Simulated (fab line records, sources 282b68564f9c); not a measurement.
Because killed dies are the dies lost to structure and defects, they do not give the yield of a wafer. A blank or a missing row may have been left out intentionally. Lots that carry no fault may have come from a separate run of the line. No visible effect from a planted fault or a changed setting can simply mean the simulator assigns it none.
fab line records    flow rit-cmos
[record] lots = 7  wafers = 21  last-day = 7
route steps=202 shown PSD@144 SDANNEAL@153 NSD@158 PLDD@159 NLDD@160 M1@202
lots untouched by any fault: they come from a run of this same line in which no faults occurred
start-h: hours from the record's opening day to when the first of the lot's shown wafers began    wait-h: hours elapsed since this lot's preceding step    " identical to the entry in the row above    L1.1+2: a single row standing in for several wafers    - no value, or no start given    * or withheld: withheld    < > ~ a bound
route shown NAME@n: NAME is a module with steps in the file, n the number in the route of the first one    usual: the fault-free wafers' mean and standard deviation    same: alike in all rows    chamber/n: place in a boat    sites: per-site readings    _std_site: how widely they spread, as a standard deviation    _edge_site: inner sites' mean taken away from outer sites' mean    radius-mm: how far each site lies from the wafer's centre    mask NAME#n: copy n    behind: the tool/chamber that last shaped the wafer    hold: why the lot was held/for how many hours/how that ended    device: transistor that didn't switch, given as n, p or np    end of line: the route-end tests of the same wafers    where a step has no rows: the recipe by itself    killed: the dies lost at the first sort to structure and to defects; this is not the yield of the wafer    map: the dies of a wafer, with x for killed, . for not killed, _ for no die there
set.NAME: the setting the step ran with; set.NAME@STEP: the setting that earlier step ran with    model.NAME: the simulator's own value behind a step, which no gauge read
lots at selected steps of the route; one table per step, one row per wafer
services: the hour from which a tool's chamber was out of use, counted from the record's first day as start-h (under 0 if before that day), plus the number of hours and why
[[steps]]
[step RIT_PSD_SOFTBAKE_02]
[recipe] resist = NOVOLAK  temp-c = 90  time-s = 60
[step RIT_PSD_EXPOSE_03]
[recipe] mask-id = M10  na = 0.57  target-cd-nm = 40900  dose-mj = 250
[step RIT_PSD_PEB_04]
[recipe] resist = NOVOLAK  temp-c = withheld  time-s = withheld
[step RIT_PSD_DEVELOP_05]
[recipe] resist = NOVOLAK  develop-time-s = 50  dev-temp-c = 23
[step RIT_PSD_OVL_MEAS_06]
[usual] PSD_OVL = 0.1/1.5
lot.wafer  tool        chamber  start-h  wait-h  PSD_OVL[nm]
L380.1     overlay-01  -        61.59    -       1.4
L380.3     "           -        "        "       0.9
L380.5     "           -        "        "       1.8
L387.2     overlay-02  -        99.65    -       1.7
L387.3     "           -        "        "       0.9
L387.5     "           -        "        "       -0.1
L392.2     overlay-01  -        123.90   -       -1.6
L392.4     "           -        "        "       0.6
L392.5     "           -        "        "       1.0
L394.3     overlay-02  -        135.70   -       -0.6
L394.5     "           -        "        "       -1.0
L394.6     "           -        "        "       0.4
L396.2     overlay-01  -        149.16   -       0.4
L396.4     "           -        "        "       0.8
L396.6     "           -        "        "       1.3
L397.3     overlay-01  -        152.53   -       3.8
L397.5     "           -        "        "       3.5
L397.6     "           -        "        "       2.4
L401.1     overlay-01  -        169.06   -       0.9
L401.2     "           -        "        "       0.4
L401.6     "           -        "        "       0.5
[step RIT_PSD_HARDBAKE_07]
[recipe] resist = NOVOLAK  temp-c = 140  time-s = 60
[step RIT_PSD_IMPLANT_08]
[recipe] species = BF2  energy-kev = 27  dose-cm2 = 5e+15  tilt-deg = 7
[step RIT_PSD_STRIP_09]
[recipe] chemistry = O2  time-s = 180  resist = NOVOLAK  platen-temp-c = withheld  power-w = 500  pressure-mtorr = 4000  o2-flow-sccm = 4000
[usual] drypump-motor-current-A = 5.63/0.19
lot.wafer  tool             chamber  start-h  wait-h  drypump-motor-current-A  rf-hours-counter-h
L380.1     plasma-asher-04  0        61.93    0.1     5.62                     41
L380.3     "                1        "        "       5.30                     -
L380.5     "                0        "        "       5.63                     -
L387.2     plasma-asher-01  0        99.98    0.1     5.71                     45
L387.3     "                0        "        "       5.72                     -
L387.5     "                1        "        "       5.68                     -
L392.2     plasma-asher-01  0        124.40   0.1     5.72                     1
L392.4     "                0        "        "       5.73                     -
L392.5     "                0        "        "       5.72                     -
L394.3     plasma-asher-04  0        136.08   0.1     5.65                     -
L394.5     "                1        "        "       5.26                     -
L394.6     "                0        "        "       5.58                     -
L396.2     plasma-asher-04  0        149.49   0.1     5.64                     50
L396.4     "                1        "        "       5.29                     -
L396.6     "                1        "        "       5.28                     -
L397.3     plasma-asher-03  1        152.91   0.1     5.61                     -
L397.5     "                1        "        "       5.63                     -
L397.6     "                0        "        "       5.90                     -
L401.1     plasma-asher-04  1        169.40   0.1     5.30                     52
L401.2     "                0        "        "       5.64                     52
L401.6     "                1        "        "       5.26                     -
[step RIT_PSD_TW_MEAS_10]
[usual] PSD_TW = 3413/22
lot.wafer  tool           chamber  start-h  wait-h  PSD_TW
L380.1     film-metro-03  -        62.10    0.1     3407
L380.3     "              -        "        "       3415
L380.5     "              -        "        "       3418
L387.2     film-metro-04  -        100.17   0.1     3390
L387.3     "              -        "        "       3403
L387.5     "              -        "        "       3382
L392.2     film-metro-04  -        124.59   0.1     3438
L392.4     "              -        "        "       3422
L392.5     "              -        "        "       3412
L394.3     film-metro-03  -        136.22   0.1     3434
L394.5     "              -        "        "       3452
L394.6     "              -        "        "       3452
L396.2     film-metro-02  -        149.68   0.1     3439
L396.4     "              -        "        "       3428
L396.6     "              -        "        "       3449
L397.3     film-metro-02  -        153.05   0.1     3437
L397.5     "              -        "        "       3430
L397.6     "              -        "        "       3429
L401.1     film-metro-03  -        169.58   0.1     3450
L401.2     "              -        "        "       3427
L401.6     "              -        "        "       3406
[step RIT_SDANNEAL_CLEAN_00]
[recipe] chemistry = SC1  mix = 3:3:50  time-s = 608.5  temp-c = 75
[step RIT_SDANNEAL_CLEAN_01]
[recipe] chemistry = dHF  dilution = 50:1  time-s = 30
[step RIT_SDANNEAL_CLEAN_02]
[recipe] chemistry = SC2  mix = 3:3:50  time-s = 600  temp-c = 75  dry = n2-spin
[step RIT_SDANNEAL_RTA_03]
[recipe] temp-c = 1050  time-s = 5  idle-temp-c = 600  ramp-up-c-per-s = 342  ramp-down-c-per-s = 171  cool-to-c = 600  ambient = N2
[usual] wafer_temp_C_max = 1053.5/1.2
lot.wafer  tool           chamber  start-h  wait-h  wafer_temp_C_max
L380.1     rtp-anneal-02  0        62.55    0.0     1051.3
L380.3     "              0        "        "       1055.5
L380.5     "              0        "        "       1052.4
L387.2     rtp-anneal-01  0        100.60   0.0     1054.1
L387.3     "              0        "        "       1051.4
L387.5     "              0        "        "       1053.6
L392.2     rtp-anneal-02  0        125.05   0.0     1044.7
L392.4     "              0        "        "       1043.4
L392.5     "              0        "        "       1043.9
L394.3     rtp-anneal-02  0        136.68   0.0     1045.1
L394.5     "              0        "        "       1047.0
L394.6     "              0        "        "       1046.4
L396.2     rtp-anneal-02  0        150.14   0.0     1047.8
L396.4     "              0        "        "       1046.7
L396.6     "              0        "        "       1046.8
L397.3     rtp-anneal-01  0        153.49   0.0     1052.7
L397.5     "              0        "        "       1052.8
L397.6     "              0        "        "       1056.5
L401.1     rtp-anneal-01  0        170.00   0.0     1054.4
L401.2     "              0        "        "       1051.8
L401.6     "              0        "        "       1053.8
[step RIT_SDANNEAL_RS_MEAS_04]
[recipe] thk-meas-gauge = four-point-probe
[usual] PSD_RS = 116.0/0.36
lot.wafer  tool           chamber  start-h  wait-h  hold                      PSD_RS[ohm/sq]
L380.1     film-metro-02  -        62.60    0.0     -                         115.9
L380.3     "              -        "        "       -                         116.4
L380.5     "              -        "        "       -                         116.1
L387.2     film-metro-02  -        100.67   0.1     -                         115.6
L387.3     "              -        "        "       -                         115.6
L387.5     "              -        "        "       -                         115.8
L392.2     film-metro-04  -        125.12   0.1     await-dispo/0.2h/release  121.3
L392.4     "              -        "        "       await-dispo/0.2h/release  120.9
L392.5     "              -        "        "       await-dispo/0.2h/release  121.1
L392.2     film-metro-04  -        125.48   0.3     -                         121.0
L392.4     "              -        "        "       -                         120.9
L392.5     "              -        "        "       -                         120.9
L394.3     film-metro-02  -        136.75   0.1     await-dispo/0.2h/release  121.5
L394.5     "              -        "        "       await-dispo/0.2h/release  121.5
L394.6     "              -        "        "       await-dispo/0.2h/release  121.5
L394.3     film-metro-02  -        137.11   0.3     -                         121.6
L394.5     "              -        "        "       -                         121.3
L394.6     "              -        "        "       -                         121.5
L396.2     film-metro-04  -        150.21   0.1     await-dispo/0.2h/release  121.2
L396.4     "              -        "        "       await-dispo/0.2h/release  121.3
L396.6     "              -        "        "       await-dispo/0.2h/release  121.3
L396.2     film-metro-04  -        150.57   0.3     -                         121.3
L396.4     "              -        "        "       -                         121.1
L396.6     "              -        "        "       -                         121.4
L397.3     film-metro-03  -        153.57   0.1     -                         116.8
L397.5     "              -        "        "       -                         116.4
L397.6     "              -        "        "       -                         116.6
L401.1     film-metro-04  -        170.06   0.0     -                         115.7
L401.2     "              -        "        "       -                         115.8
L401.6     "              -        "        "       -                         115.8
[step RIT_SDANNEAL_RS_MEAS_05]
[recipe] thk-meas-gauge = four-point-probe
[usual] NSD_RS = 84.68/0.3
lot.wafer  tool           chamber  start-h  wait-h  hold                      NSD_RS[ohm/sq]
L380.1     film-metro-02  -        62.72    0.1     -                         84.07
L380.3     "              -        "        "       -                         84.16
L380.5     "              -        "        "       -                         84.54
L387.2     film-metro-02  -        100.79   0.1     -                         84.97
L387.3     "              -        "        "       -                         85.02
L387.5     "              -        "        "       -                         84.96
L392.2     film-metro-04  -        130.21   4.7     await-dispo/4.6h/release  84.31
L392.4     "              -        "        "       await-dispo/4.6h/release  84.47
L392.5     "              -        "        "       await-dispo/4.6h/release  84.07
L394.3     film-metro-02  -        141.87   4.7     await-dispo/4.4h/release  84.96
L394.5     "              -        "        "       await-dispo/4.4h/release  85.20
L394.6     "              -        "        "       await-dispo/4.4h/release  85.07
L396.2     film-metro-04  -        151.69   1.1     await-dispo/0.9h/release  84.82
L396.4     "              -        "        "       await-dispo/0.9h/release  85.00
L396.6     "              -        "        "       await-dispo/0.9h/release  85.11
L397.3     film-metro-03  -        153.69   0.1     -                         84.72
L397.5     "              -        "        "       -                         85.04
L397.6     "              -        "        "       -                         84.87
L401.1     film-metro-04  -        170.18   0.1     -                         84.89
L401.2     "              -        "        "       -                         85.05
L401.6     "              -        "        "       -                         84.89
[step RIT_SDANNEAL_RS_MEAS_06]
[recipe] thk-meas-gauge = four-point-probe
[usual] PLDD_RS = 178.4/0.58
lot.wafer  tool           chamber  start-h  wait-h  hold                      PLDD_RS[ohm/sq]
L380.1     film-metro-02  -        62.84    0.1     -                         178.1
L380.3     "              -        "        "       -                         178.2
L380.5     "              -        "        "       -                         178.5
L387.2     film-metro-02  -        100.91   0.1     -                         178.6
L387.3     "              -        "        "       -                         178.7
L387.5     "              -        "        "       -                         178.8
L392.2     film-metro-04  -        130.33   0.1     await-dispo/0.2h/release  183.5
L392.4     "              -        "        "       await-dispo/0.2h/release  182.5
L392.5     "              -        "        "       await-dispo/0.2h/release  182.4
L392.2     film-metro-04  -        130.64   0.3     -                         183.4
L392.4     "              -        "        "       -                         182.2
L392.5     "              -        "        "       -                         182.6
L394.3     film-metro-02  -        141.99   0.1     await-dispo/0.2h/release  183.6
L394.5     "              -        "        "       await-dispo/0.2h/release  183.5
L394.6     "              -        "        "       await-dispo/0.2h/release  184.2
L394.3     film-metro-02  -        142.28   0.3     -                         183.9
L394.5     "              -        "        "       -                         183.4
L394.6     "              -        "        "       -                         184.2
L396.2     film-metro-04  -        151.81   0.1     await-dispo/0.2h/release  183.3
L396.4     "              -        "        "       await-dispo/0.2h/release  182.8
L396.6     "              -        "        "       await-dispo/0.2h/release  183.0
L396.2     film-metro-04  -        152.09   0.3     -                         183.5
L396.4     "              -        "        "       -                         183.2
L396.6     "              -        "        "       -                         183.4
L397.3     film-metro-03  -        153.81   0.1     -                         179.3
L397.5     "              -        "        "       -                         179.5
L397.6     "              -        "        "       -                         179.6
L401.1     film-metro-04  -        170.30   0.1     -                         178.5
L401.2     "              -        "        "       -                         178.1
L401.6     "              -        "        "       -                         178.9
[step RIT_SDANNEAL_RS_MEAS_07]
[recipe] thk-meas-gauge = four-point-probe
[usual] NLDD_RS = 151.7/0.61
lot.wafer  tool           chamber  start-h  wait-h  hold                      NLDD_RS[ohm/sq]
L380.1     film-metro-02  -        62.96    0.1     -                         152.3
L380.3     "              -        "        "       -                         152.2
L380.5     "              -        "        "       -                         151.6
L387.2     film-metro-02  -        101.03   0.1     -                         150.7
L387.3     "              -        "        "       -                         150.7
L387.5     "              -        "        "       -                         150.8
L392.2     film-metro-04  -        138.05   7.4     await-dispo/7.3h/release  151.1
L392.4     "              -        "        "       await-dispo/7.3h/release  151.4
L392.5     "              -        "        "       await-dispo/7.3h/release  151.5
L394.3     film-metro-02  -        147.24   4.9     await-dispo/4.8h/release  151.3
L394.5     "              -        "        "       await-dispo/4.8h/release  151.7
L394.6     "              -        "        "       await-dispo/4.8h/release  151.6
L396.2     film-metro-04  -        153.81   1.7     await-dispo/1.6h/release  151.4
L396.4     "              -        "        "       await-dispo/1.6h/release  152.2
L396.6     "              -        "        "       await-dispo/1.6h/release  152.5
L397.3     film-metro-03  -        153.93   0.1     -                         152.4
L397.5     "              -        "        "       -                         152.4
L397.6     "              -        "        "       -                         153.0
L401.1     film-metro-04  -        170.42   0.1     -                         151.6
L401.2     "              -        "        "       -                         151.6
L401.6     "              -        "        "       -                         151.2
[step RIT_M1_PROBE_99]
[usual] killed-at-front-end = 6.9/2.9  killed-dies = 7.0/2.9  killed-open = 3.4/2.1  killed-short = 3.5/1.8
[same] gross-dies = 264  killed_at_M0_to_M3 = 0  killed_at_M4_up = 0  killed-at-back-side = 0  killed-at-contacts = 0  killed-at-other = 0
lot.wafer  tool       chamber  start-h  wait-h  killed-at-front-end  killed-dies  killed-open  killed-short
L392.2     prober-01  -        144.96   0.1     6                    6            2            4
L392.4     prober-01  -        145.06   0.2     12                   12           2            10
L392.5     prober-01  -        145.11   0.2     5                    5            2            3
L394.3     prober-01  -        154.19   0.2     6                    6            5            1
L394.5     prober-01  -        154.29   0.2     14                   14           8            6
L394.6     prober-01  -        154.34   0.2     7                    7            4            3
L396.2     prober-01  -        161.50   0.1     10                   10           5            5
L396.4     prober-01  -        161.60   0.2     8                    8            4            4
L396.6     prober-01  -        161.70   0.2     6                    6            3            3
L401.1     prober-02  -        177.44   0.1     1                    1            0            1
L401.2     prober-02  -        177.49   0.1     2                    2            1            1
L401.6     prober-02  -        177.69   0.2     3                    3            1            2
// killed by level:class
L392.2 GATE:geometric-particle:short=2 SPACER:geometric-particle:short=2 REOX:geometric-particle:open=1 SILICIDE:geometric-particle:open=1
L392.4 GATE:geometric-particle:short=6 FOX2:geometric-particle:short=2 SPACER:geometric-particle:open=2 FOX1:geometric-particle:short=1 SPACER:geometric-particle:short=1
L392.5 GATE:geometric-particle:short=1 REOX:geometric-particle:short=1 SPACER:geometric-particle:open=1 SPACER:geometric-particle:short=1 SILICIDE:geometric-particle:open=1
L394.3 GATE:geometric-particle:open=3 GATE:geometric-particle:short=1 SPACER:geometric-particle:open=1 SILICIDE:geometric-particle:open=1
L394.5 GATE:geometric-particle:open=4 GATE:geometric-particle:short=3 SPACER:geometric-particle:open=2 REOX:geometric-particle:open=1 REOX:geometric-particle:short=1 SPACER:geometric-particle:short=1 SILICIDE:geometric-particle:short=1 SILICIDE:geometric-particle:open=1
L394.6 SPACER:geometric-particle:open=3 GATE:geometric-particle:short=2 SILICIDE:geometric-particle:short=1 SILICIDE:geometric-particle:open=1
L396.2 GATE:geometric-particle:open=3 GATE:geometric-particle:short=2 SPACER:geometric-particle:short=2 FOX1:geometric-particle:short=1 FOX2:geometric-particle:open=1 SILICIDE:geometric-particle:open=1
L396.4 SILICIDE:geometric-particle:short=2 GATE:geometric-particle:open=1 REOX:geometric-particle:open=1 REOX:geometric-particle:short=1 SPACER:geometric-particle:short=1 SPACER:geometric-particle:open=1 SILICIDE:geometric-particle:open=1
L396.6 GATE:geometric-particle:open=3 FOX1:geometric-particle:short=1 GATE:geometric-particle:short=1 REOX:geometric-particle:short=1
L401.1 GATE:geometric-particle:short=1
L401.2 FOX2:geometric-particle:short=1 GATE:geometric-particle:open=1
L401.6 GATE:geometric-particle:open=1 GATE:geometric-particle:short=1 REOX:geometric-particle:short=1
[[services]]
tool             chamber  start-h  hours  kind
plasma-asher-01  -        108.75   9.0    pm
plasma-asher-01  0        108.75   9.0    vent-cycle
plasma-asher-01  1        108.75   9.0    vent-cycle
plasma-asher-01  0        117.75   -      clean
plasma-asher-01  1        117.75   -      clean
plasma-asher-04  -        143.32   2.8    pm
plasma-asher-03  -        167.92   2.8    pm
[[key]]
[first-sign] step = RIT_SDANNEAL_RTA_03  reading = wafer_temp_C_max  direction = down  sigmas = 6.2  usual = *  struck = *
[effect] step = RIT_SDANNEAL_RS_MEAS_04  reading = visit  direction = added
[effect] step = RIT_SDANNEAL_RS_MEAS_04  reading = PSD_RS  direction = up  sigmas = 15  usual = 116.0  struck = 121.3
[effect] step = RIT_SDANNEAL_RS_MEAS_06  reading = visit  direction = added
[effect] step = RIT_SDANNEAL_RS_MEAS_06  reading = PLDD_RS  direction = up  sigmas = 8.2  usual = 178.4  struck = 183.2
met-at RIT_SDANNEAL_RTA_03
struck-wafers L392.2,L392.4,L392.5,L394.3,L394.5,L394.6,L396.2,L396.4,L396.6
tester-left-out L392,L394,L396
onset-between 62.55 125.05
[fault] kind = process-parameter-drift  tool = rtp-anneal-02  chamber = -  onset-h = 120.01  steps = RIT_SDANNEAL_RTA_03  channel = temp-c  offset = *  shape = step  end-h = 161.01  acts-in = *  stated = *
// tester-left-out: of these lots the tester's yield and bins aren't shown, on N5 and GAA mostly nor the transistor test; their killed dies are dies lost to structure and defects alone, not to doping, threshold or leakage, so they don't give the yield
